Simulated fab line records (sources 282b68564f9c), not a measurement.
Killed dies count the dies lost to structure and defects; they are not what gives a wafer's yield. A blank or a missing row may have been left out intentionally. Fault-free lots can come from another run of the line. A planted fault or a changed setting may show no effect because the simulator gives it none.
Which tool did it? :: flow rit_cmos :: Sampling: 7 lots, 21 wafers, 2 of 202 route steps

== WHAT THE GAUGES READ, wafer by wafer ==
RIT_PWELL_OVL_MEAS_06.
lot: L294
measured: day 2 11:07
on: overlay-01
PWELL_OVL (nm): 3.5 3.6 2.3

lot: L297
measured: day 3 02:49
on: overlay-01
PWELL_OVL (nm): 1.9 2.7 1.2

lot: L299
measured: day 3 17:23
on: overlay-01
PWELL_OVL (nm): 1.5 1.4 0.9

lot: L301
measured: day 4 02:28
on: overlay-01
PWELL_OVL (nm): - - - - - -

lot: L311
measured: day 5 23:11
on: overlay-01
PWELL_OVL (nm): 0.7 2.4 1.6

lot: L313
measured: day 6 10:38
on: overlay-02
PWELL_OVL (nm): 1.5 -0.5 -0.3

lot: L315
measured: day 6 19:38
on: overlay-02
PWELL_OVL (nm): 0.0 -0.4 -1.2

== TOOL THAT RAN EACH LOT (tool first, then ch and the chambers of the sampled wafers, then the start) ==
lot: L294
RIT_PWELL_EXPOSE_03: iline_stepper-01 ch 0, day 2 10:31

lot: L297
RIT_PWELL_EXPOSE_03: iline_stepper-01 ch 0, day 3 02:23

lot: L299
RIT_PWELL_EXPOSE_03: iline_stepper-02 ch 0, day 3 16:58

lot: L301
RIT_PWELL_EXPOSE_03: iline_stepper-02 ch 0, day 4 02:03

lot: L311
RIT_PWELL_EXPOSE_03: iline_stepper-01 ch 0, day 5 22:45

lot: L313
RIT_PWELL_EXPOSE_03: iline_stepper-01 ch 0, day 6 10:01

lot: L315
RIT_PWELL_EXPOSE_03: iline_stepper-01 ch 0, day 6 19:13
- RIT_PWELL_EXPOSE_03: exposes mask M3, target cd 43700 nm.

== THE ANSWER, worked out from the rows above alone ==
Rule: what is usual is taken from the lots themselves. The widest of any qualifying gaps counts: lots, ordered by their means at a reading, are off when they make up no more than a third of the lots, leave a main group of 4 or more, and stand apart from it by 3 or more times the standard deviation of that group's means. Not used: any main group whose means are identical at the precision the tables above print for the reading. Also off: a lot with no number at a reading for which 4 or more lots have one. The other lots that the step has rows for count as sound.
Off: L301, at RIT_PWELL_OVL_MEAS_06 (PWELL_OVL). Without a number there: L301. Mean 1.3 nm and standard deviation 1.2 in the main group.
A tool fits if, at a process step before that reading, it ran every lot that is off, and no sound lot after the first of them. Gauges at RIT_PWELL_OVL_MEAS_06: tried the same way as those tools. One fits: RIT_PWELL_EXPOSE_03 on iline_stepper-02. A fault onset in the window from L299 (day 3 16:58, its last sound lot) to L301 (day 4 02:03, its first lot off) fits.

== WHAT WAS PUT IN BY THE SIMULATOR ==
Scanner matching overlay: iline_stepper-02, from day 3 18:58 on, at RIT_PWELL_EXPOSE_03. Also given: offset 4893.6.
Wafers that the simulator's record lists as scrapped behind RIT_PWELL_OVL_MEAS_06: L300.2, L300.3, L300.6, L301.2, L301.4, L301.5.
Struck lots among those shown: L301. The rule above reached the same finding.
